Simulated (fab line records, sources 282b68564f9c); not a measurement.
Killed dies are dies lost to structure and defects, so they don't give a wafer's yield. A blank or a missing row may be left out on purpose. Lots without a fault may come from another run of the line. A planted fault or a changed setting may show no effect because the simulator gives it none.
Which tool did it? | flow rit_cmos | 14 lots, 42 wafers sampled, at 1 step of a route of 202

WHAT THE GAUGES READ, wafer by wafer
The record holds no reading of a measuring or inspecting step that can be judged against a usual standard deviation.

WHICH TOOL RAN EACH LOT (tool, then ch and the chambers of the sampled wafers, then the start)
lot  | RIT_PWELL_DEVELOP_05
L905 | litho_track-01 ch 0, day 1 23:00
L907 | litho_track-04 ch 0, day 2 10:00
L908 | litho_track-04 ch 0, day 2 14:00
L909 | litho_track-04 ch 0, day 2 19:00
L911 | litho_track-02 ch 0, day 3 05:00
L912 | litho_track-04 ch 0, day 3 10:00
L913 | litho_track-01 ch 0, day 3 15:00
L915 | litho_track-04 ch 0, day 4 06:00
L919 | litho_track-01 ch 0, day 4 23:00
L920 | litho_track-02, day 5 02:00
L921 | litho_track-01, day 5 07:00
L922 | litho_track-01 ch 0, day 5 13:00
L927 | litho_track-01 ch 0, day 6 13:00
L928 | litho_track-04 ch 0, day 6 17:00
- RIT_PWELL_DEVELOP_05: develop time 68 s.

WHAT THE TOOLS THEMSELVES READ (means of the sampled wafers that have a number; where no wafer has one, the mark that the record gives instead)
RIT_PWELL_DEVELOP_05.
lot  | tool           | chill_plate_temp_C (C)
L905 | litho_track-01 | 23.07
L907 | litho_track-04 | 23.21
L908 | litho_track-04 | 23.08
L909 | litho_track-04 | 23.06
L911 | litho_track-02 | 23.08
L912 | litho_track-04 | 22.95
L913 | litho_track-01 | 23.00
L915 | litho_track-04 | 22.97
L919 | litho_track-01 | 23.09
L920 | litho_track-02 | -
L921 | litho_track-01 | -
L922 | litho_track-01 | 23.01
L927 | litho_track-01 | 22.95
L928 | litho_track-04 | 22.98

THE ANSWER, worked out from the rows above alone
Rule: what is usual is taken from the lots themselves. Put in order of their means at a reading, lots are off if they are a third of the lots or fewer, leave a main group of 4 or more, and stand apart from it by a gap of 3 or more times the standard deviation of the main group's means; of several such gaps the widest counts. A main group whose means are all the same, to the digits that the tables above print for the reading, isn't used. A lot without any number at a reading at which 4 lots or more have one is off too. The other lots that the step has rows for count as sound. The gauges are gone through in route order, then the tools' own readings, and for those a lot's mean is taken as printed above. The first step at which some lot is off is used, and at that step the reading that is off furthest; a lot without a number counts as furthest.
Off: L920, L921, at RIT_PWELL_DEVELOP_05 (chill_plate_temp_C). Without a number there: L920, L921. The main group: mean 23.04 C, standard deviation 0.072.
A tool fits if, at that step or a process step before it, it ran every lot that is off, and no sound lot after the first of them. None of those tried fits.

WHAT THE SIMULATOR HAD PUT IN
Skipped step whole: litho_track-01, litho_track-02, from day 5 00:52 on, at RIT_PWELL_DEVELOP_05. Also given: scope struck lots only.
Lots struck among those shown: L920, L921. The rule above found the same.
